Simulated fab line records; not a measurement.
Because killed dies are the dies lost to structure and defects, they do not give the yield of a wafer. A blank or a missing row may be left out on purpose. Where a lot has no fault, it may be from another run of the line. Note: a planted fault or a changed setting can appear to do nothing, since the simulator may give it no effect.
fab line records	flow berkeley_cmos170
record lots=5	wafers=23
route steps=331 shown NSD@195 SDANNEAL@205 SILICIDE@211 CONTACT@220 M1@244 M2@272
start_h: start of the lot's first displayed wafer, in hours after the record's first day	wait_h: hours from the lot's prior step to this one	" repeats the value in the row above	L1.1+2: a row that stands for several wafers	- no value present, or no start provided	* or withheld: withheld	< > ~ a bound
route shown NAME@n: a module of which the file shows steps, and the number in the route of the first	usual: mean/standard deviation of fault-free wafers	same: alike in all rows	chamber/n: place in a boat	sites: each site's reading	_std_site: how widely they spread, as a standard deviation	_edge_site: mean of outer sites minus mean of inner sites	radius_mm: for every site, how far away it sits from the centre of the wafer	mask NAME#n: copy n	behind: the last tool/chamber to shape the wafer	hold: reason for holding the lot/hours on hold/outcome of the hold	device: which transistor (n, p or np) failed to switch	end of line: the same wafers' tests at the end of the route	a step without rows: its recipe alone	killed: the dies lost at the first sort to structure and to defects; this is not the yield of the wafer	map: a wafer's dies, marking killed ones x, the rest . and places with no die _
set.NAME: the run value of the setting; set.NAME@STEP: its run value at that earlier step	model.NAME: the simulator's own value behind a step, which no gauge read
lots with deliberately changed settings; one table per step, one row per wafer
## steps
# step UCB170_NSD_IMPLANT_08
# recipe species=P	dose_cm2=3e+15	energy_kev=40	tilt_deg=7
lot.wafer	tool	chamber	start_h	wait_h	set.energy_kev	model.implant.rp_nm	model.implant.drp_nm
L076.1+3	implanter-01	0	168.40	0.0	41.32	50.09	21.75
L076.2+4+6	"	0	"	"	40	48.51	21.16
L077.1+2+3+4+6	implanter-02	0	182.95	0.0	40	47.38	21.16
L081.4+5+6	implanter-04	0	200.47	0.1	40	49.02	21.16
L085.1+6	implanter-01	0	209.64	0.0	39.11	47.62	20.75
L085.2+4+5	"	0	"	"	40	48.68	21.16
L084.1+5	implanter-01	0	220.03	0.0	41.7	50.93	21.92
L084.2+3+6	"	0	"	"	40	48.88	21.16
# step UCB170_NSD_STRIP_09
# recipe chemistry=O2	power_w=400	pressure_mtorr=3500	platen_temp_c=withheld	o2_flow_sccm=400	overash_fraction=0.5
# usual strip_time_to_endpoint_s=35.87/0.055
lot.wafer	tool	chamber	start_h	wait_h	set.resist_thk_nm@NSD_COAT_01	set.energy_kev@NSD_IMPLANT_08	strip_time_to_endpoint_s
L076.1	plasma_asher-02	0	168.55	0.1	900	41.32	36.41
L076.2	"	1	"	"	900	40	35.81
L076.3	"	1	"	"	860	41.32	35.37
L076.4	"	0	"	"	860	40	34.92
L076.6	"	1	"	"	860	40	34.99
L077.1	plasma_asher-02	1	183.10	0.1	900	40	35.84
L077.2	"	0	"	"	938	40	36.74
L077.3	"	0	"	"	938	40	36.74
L077.4	"	1	"	"	938	40	36.78
L077.6	"	0	"	"	900	40	35.88
L081.4	plasma_asher-04	0	200.59	0.1	900	40	35.77
L081.5	"	0	"	"	900	40	35.87
L081.6	"	1	"	"	900	40	35.84
L085.1	plasma_asher-02	0	209.79	0.1	900	39.11	35.51
L085.2	"	1	"	"	900	40	35.80
L085.4	"	1	"	"	900	40	35.80
L085.5	"	0	"	"	900	40	35.87
L085.6	"	1	"	"	900	39.11	35.49
L084.1	plasma_asher-04	0	220.18	0.1	900	41.7	36.53
L084.2	"	1	"	"	900	40	35.83
L084.3	"	1	"	"	900	40	35.92
L084.5	"	0	"	"	900	41.7	36.50
L084.6	"	1	"	"	900	40	35.89
# step UCB170_NSD_CLEAN_11
# recipe chemistry=SPM	temp_c=120	time_s=600
# step UCB170_SDANNEAL_RTA_01
# recipe temp_c=1050	time_s=5	ambient=N2
# step UCB170_SDANNEAL_RS_MEAS_03
# recipe thk_meas_gauge=four-point-probe
# usual NSD_RS=37.25/0.064
lot.wafer	tool	chamber	start_h	wait_h	set.energy_kev@NSD_IMPLANT_08	NSD_RS[ohm/sq]
L076.1	film_metro-02	-	170.09	0.1	41.32	36.77
L076.2	"	-	"	"	40	37.30
L076.3	"	-	"	"	41.32	36.98
L076.4	"	-	"	"	40	37.21
L076.6	"	-	"	"	40	37.29
L077.1	film_metro-04	-	184.96	0.1	40	37.25
L077.2	"	-	"	"	40	37.23
L077.3	"	-	"	"	40	37.17
L077.4	"	-	"	"	40	37.21
L077.6	"	-	"	"	40	37.31
L081.4	film_metro-03	-	202.04	0.1	40	37.29
L081.5	"	-	"	"	40	37.29
L081.6	"	-	"	"	40	37.23
L085.1	film_metro-02	-	211.10	0.1	39.11	37.53
L085.2	"	-	"	"	40	37.17
L085.4	"	-	"	"	40	37.28
L085.5	"	-	"	"	40	37.32
L085.6	"	-	"	"	39.11	37.58
L084.1	film_metro-02	-	221.94	0.1	41.7	36.79
L084.2	"	-	"	"	40	37.31
L084.3	"	-	"	"	40	37.19
L084.5	"	-	"	"	41.7	36.76
L084.6	"	-	"	"	40	37.24
# step UCB170_SILICIDE_SPUTTER_01
# recipe material=Ti	target_thk_nm=30	time_s=25	power_w=1500	chamber_pressure_pa=0.5
lot.wafer	tool	chamber	start_h	wait_h	set.time_s	model.Ti_of_SILICIDE_SPUTTER_01.thk_nm
L076.1	pvd_sputter-03	-	170.52	0.0	25	29.79
L076.2	"	-	"	"	26.18	31.2
L076.3	"	-	"	"	26.18	31.11
L076.4	"	-	"	"	25	29.69
L076.6	"	-	"	"	26.18	30.95
L077.1	pvd_sputter-01	-	185.38	0.0	21.85	26.27
L077.2	"	-	"	"	25	29.71
L077.3	"	-	"	"	21.85	26.02
L077.4	"	-	"	"	25	30.06
L077.6	"	-	"	"	25	30.19
L081.4	pvd_sputter-02	-	202.41	0.0	25	30.06
L081.5	"	-	"	"	25	29.99
L081.6	"	-	"	"	25	30.13
L085.1+5	pvd_sputter-03	-	211.52	0.0	28.57	34.47
L085.2	"	-	"	"	28.57	34.53
L085.4	"	-	"	"	25	30.46
L085.6	"	-	"	"	25	30.06
L084.1	pvd_sputter-03	-	222.36	0.0	23	27.9
L084.2	"	-	"	"	25	29.95
L084.3	"	-	"	"	25	30.32
L084.5	"	-	"	"	25	30.25
L084.6	"	-	"	"	23	27.97
# step UCB170_SILICIDE_RS_MEAS_02
# recipe thk_meas_gauge=four-point-probe	reads=Ti_of_SILICIDE_SPUTTER_01
# usual SILICIDE_TI_RS=26.15/0.25
lot.wafer	tool	chamber	start_h	wait_h	set.time_s@SILICIDE_SPUTTER_01	SILICIDE_TI_RS[ohm/sq]
L076.1	film_metro-03	-	170.55	0.0	25	26.30
L076.2	"	-	"	"	26.18	24.94
L076.3	"	-	"	"	26.18	24.99
L076.4	"	-	"	"	25	26.44
L076.6	"	-	"	"	26.18	25.12
L077.1	film_metro-01	-	185.41	0.0	21.85	30.53
L077.2	"	-	"	"	25	26.45
L077.3	"	-	"	"	21.85	30.82
L077.4	"	-	"	"	25	26.06
L077.6	"	-	"	"	25	25.91
L081.4	film_metro-04	-	202.51	0.1	25	26.07
L081.5	"	-	"	"	25	26.16
L081.6	"	-	"	"	25	25.99
L085.1	film_metro-04	-	211.55	0.0	28.57	22.27
L085.2	"	-	"	"	28.57	22.19
L085.4	"	-	"	"	25	25.73
L085.5	"	-	"	"	28.57	22.23
L085.6	"	-	"	"	25	26.08
L084.1	film_metro-04	-	222.39	0.0	23	28.44
L084.2	"	-	"	"	25	26.18
L084.3	"	-	"	"	25	25.83
L084.5	"	-	"	"	25	25.91
L084.6	"	-	"	"	23	28.39
# step UCB170_SILICIDE_THK_MEAS_03
# recipe thk_meas_gauge=xrf	reads=Ti_of_SILICIDE_SPUTTER_01
# usual SILICIDE_TI_THK=30.26/0.28
lot.wafer	tool	chamber	start_h	wait_h	set.time_s@SILICIDE_SPUTTER_01	SILICIDE_TI_THK[nm]
L076.1	film_metro-03	-	170.67	0.1	25	30.01
L076.2	"	-	"	"	26.18	31.34
L076.3	"	-	"	"	26.18	31.24
L076.4	"	-	"	"	25	30.00
L076.6	"	-	"	"	26.18	31.12
L077.1	film_metro-01	-	185.53	0.1	21.85	26.50
L077.2	"	-	"	"	25	30.04
L077.3	"	-	"	"	21.85	26.30
L077.4	"	-	"	"	25	30.36
L077.6	"	-	"	"	25	30.52
L081.4	film_metro-04	-	202.60	0.1	25	30.11
L081.5	"	-	"	"	25	30.17
L081.6	"	-	"	"	25	30.24
L085.1	film_metro-04	-	211.67	0.1	28.57	34.66
L085.2	"	-	"	"	28.57	34.62
L085.4	"	-	"	"	25	30.45
L085.5	"	-	"	"	28.57	34.68
L085.6	"	-	"	"	25	30.21
L084.1	film_metro-04	-	222.51	0.1	23	27.99
L084.2	"	-	"	"	25	30.00
L084.3	"	-	"	"	25	30.45
L084.5	"	-	"	"	25	30.31
L084.6	"	-	"	"	23	28.26
# step UCB170_CONTACT_COAT_04
# recipe resist=KrF	spin_rpm=1500	resist_thk_nm=900
lot.wafer	tool	chamber	start_h	wait_h	set.resist_thk_nm	model.KrF_of_CONTACT_COAT_04.thk_nm
L076.1+2	litho_track-01	0	172.99	0.1	900	899.8
L076.3	"	0	"	"	900	898
L076.4	"	0	"	"	874.8	873.3
L076.6	"	0	"	"	874.8	873.4
L077.1	litho_track-04	0	187.86	0.1	900	900.7
L077.2	"	0	"	"	900	898.9
L077.3	"	0	"	"	900	902
L077.4	"	0	"	"	846.1	847.4
L077.6	"	0	"	"	846.1	845.7
L081.4	litho_track-03	0	206.03	0.1	900	902.8
L081.5	"	0	"	"	900	904.5
L081.6	"	0	"	"	900	902.6
L085.1	litho_track-01	0	215.51	0.1	900	901.2
L085.2	"	0	"	"	848.3	846.9
L085.4	"	0	"	"	848.3	849.5
L085.5	"	0	"	"	900	900.4
L085.6	"	0	"	"	848.3	847.3
L084.1	litho_track-04	0	224.86	0.1	939.1	942.9
L084.2	"	0	"	"	939.1	937
L084.3	"	0	"	"	900	902.6
L084.5	"	0	"	"	900	901.3
L084.6	"	0	"	"	939.1	939.5
# step UCB170_CONTACT_SOFTBAKE_05
# recipe resist=KrF	temp_c=130	time_s=60
# step UCB170_CONTACT_STRIP_06
# recipe chemistry=O2	power_w=400	pressure_mtorr=3500	platen_temp_c=withheld	o2_flow_sccm=400	overash_fraction=0.5
# usual strip_time_to_endpoint_s=21.98/0.069
lot.wafer	tool	chamber	start_h	wait_h	set.resist_thk_nm@CONTACT_COAT_04	strip_time_to_endpoint_s
L076.1	plasma_asher-04	0	173.29	0.1	900	21.97
L076.2	"	1	"	"	900	21.95
L076.3	"	0	"	"	900	21.92
L076.4	"	1	"	"	874.8	21.32
L076.6	"	0	"	"	874.8	21.34
L077.1	plasma_asher-02	0	188.16	0.1	900	21.98
L077.2	"	1	"	"	900	21.95
L077.3	"	1	"	"	900	22.02
L077.4	"	0	"	"	846.1	20.69
L077.6	"	1	"	"	846.1	20.68
L081.4	plasma_asher-03	0	206.29	0.1	900	22.04
L081.5	"	1	"	"	900	22.07
L081.6	"	0	"	"	900	22.02
L085.1	plasma_asher-04	1	215.81	0.1	900	22.00
L085.2	"	0	"	"	848.3	20.71
L085.4	"	1	"	"	848.3	20.75
L085.5	"	0	"	"	900	21.98
L085.6	"	1	"	"	848.3	20.69
L084.1	plasma_asher-02	1	225.16	0.1	939.1	22.99
L084.2	"	0	"	"	939.1	22.85
L084.3	"	0	"	"	900	22.02
L084.5	"	1	"	"	900	21.99
L084.6	"	0	"	"	939.1	22.92
# step UCB170_M1_EXPOSE_06
# recipe mask_id=METAL1	target_cd_nm=700	na=0.5	sigma_outer=0.6	source_shape=conventional	dose_mj=21
lot.wafer	tool	chamber	start_h	wait_h	mask	set.dose_mj
L076.1+2+4	krf_scanner-02	0	176.47	-	METAL1#0	21.53
L076.3+6	"	0	"	"	METAL1#0	21
L077.1+4	krf_scanner-02	0	190.89	-	METAL1#0	21
L077.2+3+6	"	0	"	"	METAL1#0	19.62
L081.4+5+6	krf_scanner-01	0	209.49	-	METAL1#0	21
L085.1+5+6	krf_scanner-02	0	220.36	-	METAL1#0	22.13
L085.2+4	"	0	"	"	METAL1#0	21
L084.1+2+3+5+6	krf_scanner-01	0	230.29	-	METAL1#0	21
# step UCB170_M1_PEB_07
# recipe peb_temp_c=130	peb_time_s=withheld	resist=KrF
# step UCB170_M1_DEVELOP_08
# recipe developer=TMAH	develop_time_s=45	resist=KrF	dev_temp_c=21
# step UCB170_M1_CD_MEAS_09
# recipe target_cd_nm=700
# usual cd_nm=699.7/1.2
lot.wafer	tool	chamber	start_h	wait_h	set.dose_mj@M1_EXPOSE_06	cd_nm
L076.1	cd_sem-01	-	177.65	-	21.53	694.9
L076.2	"	-	"	"	21.53	696.1
L076.3	"	-	"	"	21	700.1
L076.4	"	-	"	"	21.53	695.6
L076.6	"	-	"	"	21	700.7
L077.1	cd_sem-01	-	191.28	-	21	699.3
L077.2	"	-	"	"	19.62	709.6
L077.3	"	-	"	"	19.62	709.8
L077.4	"	-	"	"	21	698.4
L077.6	"	-	"	"	19.62	709.4
L081.4	cd_sem-02	-	209.88	-	21	698.9
L081.5	"	-	"	"	21	699.2
L081.6	"	-	"	"	21	699.1
L085.1	cd_sem-01	-	221.50	-	22.13	691.1
L085.2	"	-	"	"	21	700.5
L085.4	"	-	"	"	21	700.5
L085.5	"	-	"	"	22.13	691.0
L085.6	"	-	"	"	22.13	690.5
L084.1	cd_sem-02	-	230.89	-	21	699.1
L084.2	"	-	"	"	21	698.9
L084.3	"	-	"	"	21	698.9
L084.5	"	-	"	"	21	700.5
L084.6	"	-	"	"	21	699.5
# step UCB170_M1_ETCH_11
# recipe chemistry=N2/H2	target_depth_a=withheld	overetch_a=withheld	target=BARC	time_s=withheld	source_w=500	bias_w=100	pressure_mtorr=30	n2_flow_sccm=100	h2_flow_sccm=200
lot.wafer	tool	chamber	start_h	wait_h	set.dose_mj@M1_EXPOSE_06	model.M1.cd_nm
L076.1	rie_diel-03	0	177.80	0.0	21.53	694.9
L076.2+4	"	3,2	"	"	21.53	696.4
L076.3	"	1	"	"	21	699.7
L076.6	"	3	"	"	21	700.5
L077.1+4	rie_diel-04	0,2	191.44	0.0	21	698.5
L077.2	"	1	"	"	19.62	709.8
L077.3	"	3	"	"	19.62	710.2
L077.6	"	2	"	"	19.62	709.4
L081.4	rie_diel-01	3	209.98	0.0	21	699.3
L081.5	"	1	"	"	21	699
L081.6	"	0	"	"	21	699.6
L085.1	rie_diel-03	3	221.65	0.0	22.13	690.8
L085.2	"	2	"	"	21	701.3
L085.4	"	1	"	"	21	700.2
L085.5	"	1	"	"	22.13	690.1
L085.6	"	0	"	"	22.13	691.1
L084.1	rie_diel-01	0	231.04	0.0	21	699.8
L084.2	"	3	"	"	21	699
L084.3	"	2	"	"	21	699.5
L084.5	"	0	"	"	21	701
L084.6	"	3	"	"	21	700
# step UCB170_M1_METAL_ETCH_12
# recipe chemistry=Cl2/BCl3	target=Al	stop_on=PSG	pressure_mtorr=12	target_depth_a=7800	over_etch_frac=0.3	time_s=130	icp_w=600	bias_w=115.3	Cl2_flow_sccm=90	bcl3_flow_sccm=45
lot.wafer	tool	chamber	start_h	wait_h	set.dose_mj@M1_EXPOSE_06	model.M1.cd_nm
L076.1	rie_metal-02	0	177.84	-	21.53	693.9
L076.2	"	1	"	"	21.53	694.4
L076.3	"	0	"	"	21	697.7
L076.4	"	1	"	"	21.53	693.7
L076.6	"	0	"	"	21	698.9
L077.1	rie_metal-04	1	191.48	-	21	698.2
L077.2	"	0	"	"	19.62	710.7
L077.3	"	0	"	"	19.62	711.2
L077.4	"	1	"	"	21	698.4
L077.6	"	0	"	"	19.62	710.2
L081.4	rie_metal-02	0	210.06	-	21	699.7
L081.5	"	0	"	"	21	699.6
L081.6	"	1	"	"	21	700.1
L085.1	rie_metal-04	1	221.69	-	22.13	692.8
L085.2	"	0	"	"	21	703.5
L085.4	"	0	"	"	21	700.6
L085.5	"	1	"	"	22.13	690.4
L085.6	"	0	"	"	22.13	692.7
L084.1	rie_metal-02	0	231.09	-	21	698.6
L084.2	"	1	"	"	21	699.7
L084.3+6	"	1	"	"	21	698.5
L084.5	"	0	"	"	21	699.4
# step UCB170_M1_STRIP_13
# recipe chemistry=O2	power_w=400	pressure_mtorr=3500	platen_temp_c=withheld	o2_flow_sccm=400	overash_fraction=0.5
lot.wafer	tool	chamber	start_h	wait_h	set.o2_flow_sccm
L076.1+3+4	plasma_asher-02	0,1,0	177.98	0.1	415.3
L076.2+6	"	1,0	"	"	400
L077.1+3+4	plasma_asher-01	1,0,1	191.61	0.1	449.9
L077.2+6	"	0	"	"	400
L081.4+5+6	plasma_asher-02	1,1,0	210.18	0.1	400
L085.1+4+5	plasma_asher-03	0	221.83	0.1	365.2
L085.2+6	"	1	"	"	400
L084.1+3+5	plasma_asher-02	1,0,1	231.22	0.1	427.5
L084.2+6	"	0	"	"	400
# step UCB170_M1_CD_MEAS_90
# recipe target_cd_nm=700
# usual cd_nm=699.9/1.5
lot.wafer	tool	chamber	start_h	wait_h	set.dose_mj@M1_EXPOSE_06	cd_nm
L076.1	cd_sem-02	-	178.08	0.1	21.53	694.0
L076.2	"	-	"	"	21.53	694.6
L076.3	"	-	"	"	21	697.6
L076.4	"	-	"	"	21.53	693.8
L076.6	"	-	"	"	21	699.0
L077.1	cd_sem-02	-	191.71	0.1	21	698.1
L077.2	"	-	"	"	19.62	710.3
L077.3	"	-	"	"	19.62	711.2
L077.4	"	-	"	"	21	698.4
L077.6	"	-	"	"	19.62	710.2
L081.4	cd_sem-01	-	210.31	0.1	21	700.1
L081.5	"	-	"	"	21	699.5
L081.6	"	-	"	"	21	700.2
L085.1	cd_sem-02	-	221.93	0.1	22.13	692.7
L085.2	"	-	"	"	21	703.4
L085.4	"	-	"	"	21	700.2
L085.5	"	-	"	"	22.13	690.6
L085.6	"	-	"	"	22.13	692.2
L084.1	cd_sem-02	-	231.32	0.1	21	698.6
L084.2	"	-	"	"	21	699.7
L084.3	"	-	"	"	21	698.8
L084.5	"	-	"	"	21	699.6
L084.6	"	-	"	"	21	698.6
# step UCB170_M2_SPUTTER_01
# recipe material=Al	target_thk_nm=900	time_s=120	power_w=6000	chamber_pressure_pa=0.5
lot.wafer	tool	chamber	start_h	wait_h	set.time_s	model.Al_of_M2_SPUTTER_01.thk_nm
L076.1	pvd_sputter-02	-	183.74	0.0	120	912
L076.2	"	-	"	"	120	900.4
L076.3	"	-	"	"	108.6	819.6
L076.4	"	-	"	"	108.6	814.3
L076.6	"	-	"	"	120	907.5
L077.1	pvd_sputter-02	-	195.62	0.0	108.7	809.5
L077.2	"	-	"	"	108.7	808.1
L077.3	"	-	"	"	120	887.5
L077.4	"	-	"	"	120	891.4
L077.6	"	-	"	"	120	884.2
L081.4	pvd_sputter-02	-	215.46	0.0	120	908.7
L081.5	"	-	"	"	120	901.5
L081.6	"	-	"	"	120	909.6
L085.1	pvd_sputter-03	-	226.83	0.0	120	907
L085.2	"	-	"	"	107.1	811.7
L085.4	"	-	"	"	120	901.8
L085.5	"	-	"	"	107.1	803.8
L085.6	"	-	"	"	107.1	806
L084.1	pvd_sputter-03	-	240.36	0.0	111.5	844
L084.2	"	-	"	"	120	904.5
L084.3	"	-	"	"	111.5	840.7
L084.5	"	-	"	"	120	911.8
L084.6	"	-	"	"	111.5	845.5
# step UCB170_M2_RS_MEAS_02
# recipe thk_meas_gauge=four-point-probe	reads=Al_of_M2_SPUTTER_01
# usual M2_AL_RS=0.03216/0.00029
lot.wafer	tool	chamber	start_h	wait_h	set.time_s@M2_SPUTTER_01	M2_AL_RS[ohm/sq]
L076.1	film_metro-04	-	183.83	0.0	120	0.03171
L076.2	"	-	"	"	120	0.03218
L076.3	"	-	"	"	108.6	0.03542
L076.4	"	-	"	"	108.6	0.03561
L076.6	"	-	"	"	120	0.03192
L077.1	film_metro-03	-	195.71	0.0	108.7	0.03586
L077.2	"	-	"	"	108.7	0.03585
L077.3	"	-	"	"	120	0.03265
L077.4	"	-	"	"	120	0.03241
L077.6	"	-	"	"	120	0.03274
L081.4	film_metro-03	-	215.61	0.1	120	0.03181
L081.5	"	-	"	"	120	0.03209
L081.6	"	-	"	"	120	0.03185
L085.1	film_metro-03	-	226.92	0.0	120	0.03198
L085.2	"	-	"	"	107.1	0.03565
L085.4	"	-	"	"	120	0.03218
L085.5	"	-	"	"	107.1	0.03606
L085.6	"	-	"	"	107.1	0.03594
L084.1	film_metro-03	-	240.44	0.0	111.5	0.03435
L084.2	"	-	"	"	120	0.03204
L084.3	"	-	"	"	111.5	0.03441
L084.5	"	-	"	"	120	0.03168
L084.6	"	-	"	"	111.5	0.03425
# step UCB170_M2_THK_MEAS_03
# recipe thk_meas_gauge=xrf	reads=Al_of_M2_SPUTTER_01
# usual M2_AL_THK=897/7.8
lot.wafer	tool	chamber	start_h	wait_h	set.time_s@M2_SPUTTER_01	M2_AL_THK[nm]
L076.1	film_metro-04	-	183.95	0.1	120	904
L076.2	"	-	"	"	120	890
L076.3	"	-	"	"	108.6	814
L076.4	"	-	"	"	108.6	808
L076.6	"	-	"	"	120	900
L077.1	film_metro-03	-	195.83	0.1	108.7	810
L077.2	"	-	"	"	108.7	804
L077.3	"	-	"	"	120	886
L077.4	"	-	"	"	120	890
L077.6	"	-	"	"	120	885
L081.4	film_metro-03	-	215.70	0.1	120	911
L081.5	"	-	"	"	120	897
L081.6	"	-	"	"	120	910
L085.1	film_metro-03	-	227.04	0.1	120	904
L085.2	"	-	"	"	107.1	810
L085.4	"	-	"	"	120	902
L085.5	"	-	"	"	107.1	802
L085.6	"	-	"	"	107.1	799
L084.1	film_metro-03	-	240.56	0.1	111.5	846
L084.2	"	-	"	"	120	900
L084.3	"	-	"	"	111.5	841
L084.5	"	-	"	"	120	906
L084.6	"	-	"	"	111.5	846
# step UCB170_M2_STRIP_07
# recipe chemistry=O2	power_w=400	pressure_mtorr=3500	platen_temp_c=withheld	o2_flow_sccm=400	overash_fraction=0.5
# usual strip_time_to_endpoint_s=21.99/0.057
lot.wafer	tool	chamber	start_h	wait_h	set.o2_flow_sccm	strip_time_to_endpoint_s
L076.1	plasma_asher-01	0	184.89	0.1	400	21.98
L076.2	"	1	"	"	434.5	21.72
L076.3	"	1	"	"	400	21.97
L076.4	"	0	"	"	434.5	21.73
L076.6	"	0	"	"	400	21.96
L077.1	plasma_asher-01	1	196.34	0.1	400	21.93
L077.2	"	0	"	"	438.6	21.63
L077.3	"	0	"	"	400	21.97
L077.4	"	1	"	"	438.6	21.66
L077.6	"	1	"	"	400	21.98
L081.4	plasma_asher-03	0	216.29	0.1	400	21.97
L081.5	"	0	"	"	400	21.98
L081.6	"	1	"	"	400	22.01
L085.1	plasma_asher-04	1	227.55	0.1	400	22.06
L085.2	"	0	"	"	400	22.09
L085.4	"	0	"	"	445.5	21.71
L085.5	"	0	"	"	445.5	21.73
L085.6	"	1	"	"	400	22.07
L084.1	plasma_asher-04	0	241.07	0.1	434	21.79
L084.2	"	1	"	"	400	22.06
L084.3	"	0	"	"	434	21.83
L084.5	"	0	"	"	400	22.15
L084.6	"	1	"	"	400	22.10
## key
split step=UCB170_NSD_IMPLANT_08	setting=energy_kev	stated=40	by=wafer
response step=UCB170_NSD_IMPLANT_08	reading=model.implant.rp_nm	change=+0.48	per=1%	r=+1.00
response step=UCB170_NSD_IMPLANT_08	reading=model.implant.drp_nm	change=+0.179	per=1%	r=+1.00
response step=UCB170_SDANNEAL_RS_MEAS_03	reading=NSD_RS	change=-0.116	per=1%	r=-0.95
response step=UCB170_NSD_STRIP_09	reading=strip_time_to_endpoint_s	slope=*	per=1%	together_with=resist_thk_nm@NSD_COAT_01	explained=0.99
split step=UCB170_SILICIDE_SPUTTER_01	setting=time_s	stated=25	by=wafer
response step=UCB170_SILICIDE_SPUTTER_01	reading=model.Ti_of_SILICIDE_SPUTTER_01.thk_nm	change=+0.296	per=1%	r=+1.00
response step=UCB170_SILICIDE_RS_MEAS_02	reading=SILICIDE_TI_RS	change=-0.302	per=1%	r=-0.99
response step=UCB170_SILICIDE_THK_MEAS_03	reading=SILICIDE_TI_THK	change=+0.298	per=1%	r=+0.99
split step=UCB170_CONTACT_COAT_04	setting=resist_thk_nm	stated=900	by=wafer
response step=UCB170_CONTACT_COAT_04	reading=model.KrF_of_CONTACT_COAT_04.thk_nm	change=+9.04	per=1%	r=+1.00
response step=UCB170_CONTACT_STRIP_06	reading=strip_time_to_endpoint_s	change=*	per=1%	r=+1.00
split step=UCB170_M1_EXPOSE_06	setting=dose_mj	stated=21	by=wafer
response step=UCB170_M1_CD_MEAS_09	reading=cd_nm	change=-1.71	per=1%	r=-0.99
response step=UCB170_M1_ETCH_11	reading=model.M1.cd_nm	change=-1.77	per=1%	r=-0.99
response step=UCB170_M1_METAL_ETCH_12	reading=model.M1.cd_nm	change=-1.87	per=1%	r=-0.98
response step=UCB170_M1_CD_MEAS_90	reading=cd_nm	change=-1.85	per=1%	r=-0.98
split step=UCB170_M1_STRIP_13	setting=o2_flow_sccm	stated=400	by=wafer
response none clear
split step=UCB170_M2_SPUTTER_01	setting=time_s	stated=120	by=wafer
response step=UCB170_M2_SPUTTER_01	reading=model.Al_of_M2_SPUTTER_01.thk_nm	change=+8.99	per=1%	r=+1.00
response step=UCB170_M2_RS_MEAS_02	reading=M2_AL_RS	change=-0.000357	per=1%	r=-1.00
response step=UCB170_M2_THK_MEAS_03	reading=M2_AL_THK	change=+8.86	per=1%	r=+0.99
split step=UCB170_M2_STRIP_07	setting=o2_flow_sccm	stated=400	by=wafer
response step=UCB170_M2_STRIP_07	reading=strip_time_to_endpoint_s	change=*	per=1%	r=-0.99
split outside_this_file step=UCB170_NSD_COAT_01 setting=resist_thk_nm
# split outside_this_file: this setting was split too, and the file shows its column; the key of that split is in another file
